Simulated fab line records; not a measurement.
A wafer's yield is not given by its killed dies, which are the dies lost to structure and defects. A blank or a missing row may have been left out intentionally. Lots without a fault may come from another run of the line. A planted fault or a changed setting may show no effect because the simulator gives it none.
One fault through the eyes of 2 desks ; flow berkeley cmos170 ; each desk has only its own numbers; what lay behind them comes last

THE METROLOGY DESK
What the gauges read, lot by lot, whatever tool the lot ran on: means of the sampled wafers that have a number. Marked OUT: a lot whose mean sits more than 4 standard deviations from the usual mean, which makes it out of limits; the brackets give that distance.
Columns: A = SACOX_OXIDE_THK at UCB170_SACOX_THK_MEAS_02, usual 14.31 nm; B = cd nm at UCB170_GATE_CD_MEAS_90, usual 349.6 nm
lot;first seen here;A;B
L409;day 5 05:29;14.34;349.1
L411;day 5 05:30;14.28;349.6
L410;day 5 05:31;14.22;348.6
L412;day 5 23:42;14.08;350.2
L413;day 5 23:43;14.24;351.1
L414;day 6 04:13;14.21;351.9
L417;day 6 20:49;14.46;350.9
L416;day 6 20:51;14.35;351.3
L418;day 7 17:31;14.11;350.6
L420;day 7 17:35;14.67;349.7
L423;day 8 00:56;14.07;349.6
L425;day 8 15:11;14.27;348.9
L428;day 9 03:07;14.32;350.1
L432;day 9 10:47;14.34;349.4
This desk found nothing out of limits on any of the 14 lots.

TOOL OWNER'S DESK, plasma asher-02
The tool's own readings at UCB170_PVT_STRIP_08 (strips in O2): means of the sampled wafers that have a number, for each lot that ran on this tool. Marked OUT: a lot whose mean sits more than 4 standard deviations from the usual mean, which makes it out of limits; the brackets give that distance.
Columns: A = drypump motor current A at UCB170_PVT_STRIP_08, usual 6.1 A; B = oes product au at UCB170_PVT_STRIP_08, usual 0.734 a.u.; C = strip time to endpoint s at UCB170_PVT_STRIP_08, usual 21.64 s
lot;first seen here;A;B;C
L411;day 5 15:47;6.1;0.734;21.63
L409;day 5 16:36;6.1;0.733;21.63
L413;day 6 14:10;6.1;0.736;21.64
L414;day 6 17:47;6.1;0.733;21.55
L417;day 7 15:22;5.9;0.675 (-14) OUT;21.65
L416;day 7 15:44;6.1;0.678 (-13) OUT;21.63
Finding of this desk: L416, L417 out of limits; the first was L417 at day 7 15:22, on oes product au at UCB170_PVT_STRIP_08. L411, L409, L413, L414 stayed within limits.

ALL TOGETHER
The tool owner's desk could have raised an alarm at day 7 15:22, on L416, L417.
From the metrology desk's view, nothing was out of limits.
The metrology desk holds a record of L416, L417, inside its limits.
The lots listed all ran UCB170_PVT_STRIP_08 on plasma asher-02.

WHAT HAD BEEN PUT IN BY THE SIMULATOR
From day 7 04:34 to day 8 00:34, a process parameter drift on plasma asher-02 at UCB170_PVT_STRIP_08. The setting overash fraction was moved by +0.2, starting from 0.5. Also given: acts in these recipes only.
Shown lots that were struck: L416, L417.
How many hours passed from the start of the fault until each desk's first out-of-limits reading: the tool owner's desk, 11.
